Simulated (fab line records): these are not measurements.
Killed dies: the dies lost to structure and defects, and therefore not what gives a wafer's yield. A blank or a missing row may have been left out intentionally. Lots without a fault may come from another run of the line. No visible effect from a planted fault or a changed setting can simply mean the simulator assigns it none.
Comparing a struck lot with a sound one + flow rit_cmos + 15 out of 202 route steps
Sound: wafers L230.2, L230.3, L230.6. Struck: wafers L240.1, L240.2, L240.6. The cause is given at the end.
For every step that has rows: the tool of each side, followed by ch and its chambers, followed by its first start. Under that, the readings that differ: sound wafers + struck wafers + difference of the means + sigmas: that difference in standard deviations of wafers without a fault.
alike: a reading whose means differ by less than 2 such deviations, as well as words and numbers matching on both sides. not compared: withheld readings; readings where some wafer has no value; bounds like >300 that might hide an equal value; numbers whose values overlap and for which the record gives no deviation.
Wherever a step has rows on one side only, a row that says differs or no value, or a row with sigmas, the two part there. When numbers do not overlap yet have no deviation, they are printed without sigmas and do not part them. A reading that every wafer of one side lacks parts them only if that side has two wafers or more.

first, 2 steps without rows for these wafers: RIT_NWELL_PEB_04; RIT_NWELL_DEVELOP_05 (develop time 68 s).
RIT_NWELL_OVL_MEAS_06:
  sound on overlay-02 at day 2 20:15; struck on overlay-01 at day 4 19:42
  alike: NWELL_OVL
then, 2 steps without rows for these wafers: RIT_NWELL_HARDBAKE_07 (time 120 s); RIT_NWELL_IMPLANT_08.
RIT_NWELL_STRIP_09: strips in O2, time 180 s.
  sound on plasma_asher-02 ch 0,1, day 2 20:41; struck on plasma_asher-03 ch 0,1, day 4 20:08
  alike: chamber_pressure_mTorr, drypump_motor_current_A
  not compared: rf_hours_counter_h
RIT_NWELL_TW_MEAS_10:
  sound on film_metro-02 at day 2 20:52; struck on film_metro-02 at day 4 20:19
  alike: NWELL_TW
then, 5 steps without rows for these wafers: RIT_PWELL_HMDS_00 (prime time 60 s); RIT_PWELL_COAT_01 (resist thk 1300 nm); RIT_PWELL_SOFTBAKE_02 (time 60 s); RIT_PWELL_EXPOSE_03 (exposes mask M3, target cd 43700 nm); RIT_PWELL_PEB_04.
RIT_PWELL_DEVELOP_05: develop time 68 s.
  sound on litho_track-03 ch 0, day 2 21:00; struck on litho_track-04 ch 0, day 4 21:00
| reading              | sound             | struck            | difference | sigmas |
|----------------------|-------------------|-------------------|------------|--------|
| developer_temp_C (C) | 23.08 22.91 22.94 | 23.78 23.83 23.74 | +0.81      | +8     |
  alike: exhaust_pa
RIT_PWELL_OVL_MEAS_06:
  sound on overlay-01 at day 2 21:56; struck on overlay-01 at day 4 21:15
  alike: PWELL_OVL
RIT_M1_PROBE_99:
  sound on prober-02 at day 4 13:53; struck on prober-02 at day 6 12:16
  alike: killed_at_contacts, killed_at_front_end, killed_dies, killed_open, killed_short

## WHERE THEY PART
Only at RIT_PWELL_DEVELOP_05, as far as this record shows. Later steps at which nothing parts them and some readings are alike: RIT_PWELL_OVL_MEAS_06, RIT_M1_PROBE_99.

WHY: whatever the simulator had introduced
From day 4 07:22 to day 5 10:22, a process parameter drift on litho_track-04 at RIT_PWELL_DEVELOP_05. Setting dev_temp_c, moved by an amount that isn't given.
